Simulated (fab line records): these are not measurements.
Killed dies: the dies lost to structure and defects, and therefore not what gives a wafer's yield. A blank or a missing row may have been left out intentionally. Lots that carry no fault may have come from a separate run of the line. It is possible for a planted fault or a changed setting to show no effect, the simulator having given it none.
Split-lot study + flow berkeley-cmos170 + on a route of 331 steps: 5 lots, 27 wafers read

ABOUT THE SPLIT
At UCB170_ACTIVE_DEVELOP_12 (develop time 45 s), the setting develop-time-s was moved away from the recipe's 45 s on 9 of the 27 wafers read, by -58.0% to +45.4%. All remaining wafers had this setting at the recipe value.

FROM THE SPLIT TO THE READING: what the file shows between them, 3 steps
- UCB170_ACTIVE_CD_MEAS_13: target cd 1200 nm
- UCB170_ACTIVE_ETCH_15: etches Si3N4 in CH3F/Ar/O2, stops on SiO2, target depth 242 nm, time 145.6 s
- UCB170_ACTIVE_STRIP_16: strips in O2

THE READING
cd-nm at UCB170_ACTIVE_CD_MEAS_90, given in nm (cd target 1200 nm). On this fab line, fault-free wafers typically give 1200.3 nm with a standard deviation of 1 nm.

| wafer  | tool, chamber at the split | develop-time-s as run, s | against the recipe | cd-nm, nm | against lot-mates on the recipe |
|--------|----------------------------|--------------------------|--------------------|-----------|---------------------------------|
| L076.1 | litho-track-03, 0          | 45                       | recipe             | 1201.2    | -                               |
| L076.2 | litho-track-03, 0          | 45                       | recipe             | 1199.7    | -                               |
| L076.3 | litho-track-03, 0          | 45                       | recipe             | 1200.2    | -                               |
| L076.4 | litho-track-03, 0          | 45                       | recipe             | 1199.8    | -                               |
| L076.5 | litho-track-03, 0          | 45                       | recipe             | 1199.5    | -                               |
| L076.6 | litho-track-03, 0          | 45                       | recipe             | 1200.9    | -                               |
| L078.1 | litho-track-02, 0          | 45                       | recipe             | 1200.1    | -                               |
| L078.2 | litho-track-02, 0          | 18.88                    | -58.0%             | 1209.2    | +9.2                            |
| L078.3 | litho-track-02, 0          | 45                       | recipe             | 1199.9    | -                               |
| L078.4 | litho-track-02, 0          | 18.88                    | -58.0%             | 1207.7    | +7.7                            |
| L078.5 | litho-track-02, 0          | 18.88                    | -58.0%             | 1208.0    | +8.0                            |
| L078.6 | litho-track-02, 0          | 45                       | recipe             | 1200.1    | -                               |
| L081.2 | litho-track-03, 0          | 45                       | recipe             | 1201.3    | -                               |
| L081.5 | litho-track-03, 0          | 45                       | recipe             | 1200.6    | -                               |
| L081.6 | litho-track-03, 0          | 45                       | recipe             | 1201.1    | -                               |
| L082.1 | litho-track-02, 0          | 45                       | recipe             | 1201.2    | -                               |
| L082.2 | litho-track-02, 0          | 65.41                    | +45.4%             | 1199.5    | -2.6                            |
| L082.3 | litho-track-02, 0          | 45                       | recipe             | 1201.7    | -                               |
| L082.4 | litho-track-02, 0          | 45                       | recipe             | 1203.4    | -                               |
| L082.5 | litho-track-02, 0          | 65.41                    | +45.4%             | 1198.9    | -3.2                            |
| L082.6 | litho-track-02, 0          | 65.41                    | +45.4%             | 1199.0    | -3.1                            |
| L084.1 | litho-track-02, 0          | 37.02                    | -17.7%             | 1202.5    | +2.3                            |
| L084.2 | litho-track-02, 0          | 45                       | recipe             | 1201.0    | -                               |
| L084.3 | litho-track-02, 0          | 37.02                    | -17.7%             | 1201.0    | +0.8                            |
| L084.4 | litho-track-02, 0          | 45                       | recipe             | 1200.0    | -                               |
| L084.5 | litho-track-02, 0          | 37.02                    | -17.7%             | 1202.8    | +2.6                            |
| L084.6 | litho-track-02, 0          | 45                       | recipe             | 1199.7    | -                               |

THE FIT
A straight line over all 27 wafers: cd-nm changes by -0.091 nm for each +1% of develop-time-s; r = -0.86; the points scatter about the line by 1.4 nm.
The same after taking each lot's own level away (the mean of its wafers on the recipe; 27 wafers): -0.111 nm for each +1%; r = -0.94; scatter 1.1 nm.
According to that fit, moving develop-time-s by its largest amount changes the reading by 6.4 nm.
From 1200.03 to 1202.10 nm: that is the span of the lots' own levels, equal to 2.1 times the standard deviation above.
Thus the slope moves with the lot-to-lot level: the two fits are different.
Check: for one of the wafers moved furthest among these (-58.0%), held out of the fit, the line's prediction against its lot-mates is +6.21 nm. Against them it came out at +9.17 nm.

THESE WAFERS: OTHER SPLITS
Note: prior to the reading, these wafers also went through further splits. Each is held against what the fit with the lots' levels taken away leaves over:
| other split on the same wafers     | wafers away from the commonest value | r with cd-nm (lot level and that fit taken away) |
|------------------------------------|--------------------------------------|--------------------------------------------------|
| UCB170_ZERO_ETCH_06 target-depth-a | 9                                    | -0.21                                            |

THE WHOLE CHAIN: every reading that the file lists as answering this split, in the file's order
| step                     | what it does                                                                 | reading                                                       | change (the file's fit)               | r (the file's) |
|--------------------------|------------------------------------------------------------------------------|---------------------------------------------------------------|---------------------------------------|----------------|
| UCB170_ACTIVE_CD_MEAS_13 | target cd 1200 nm                                                            | cd-nm                                                         | -0.108 nm for each +1% of the setting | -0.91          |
| UCB170_ACTIVE_ETCH_15    | etches Si3N4 in CH3F/Ar/O2, stops on SiO2, target depth 242 nm, time 145.6 s | ACTIVE.cd-nm (the simulator's own value, which no gauge read) | -0.111 nm for each +1% of the setting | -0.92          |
| UCB170_ACTIVE_CD_MEAS_90 | target cd 1200 nm                                                            | cd-nm                                                         | -0.112 nm for each +1% of the setting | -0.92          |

FILE'S OWN FIT
cd-nm changes by -0.112 nm for each +1% of develop-time-s, r = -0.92.
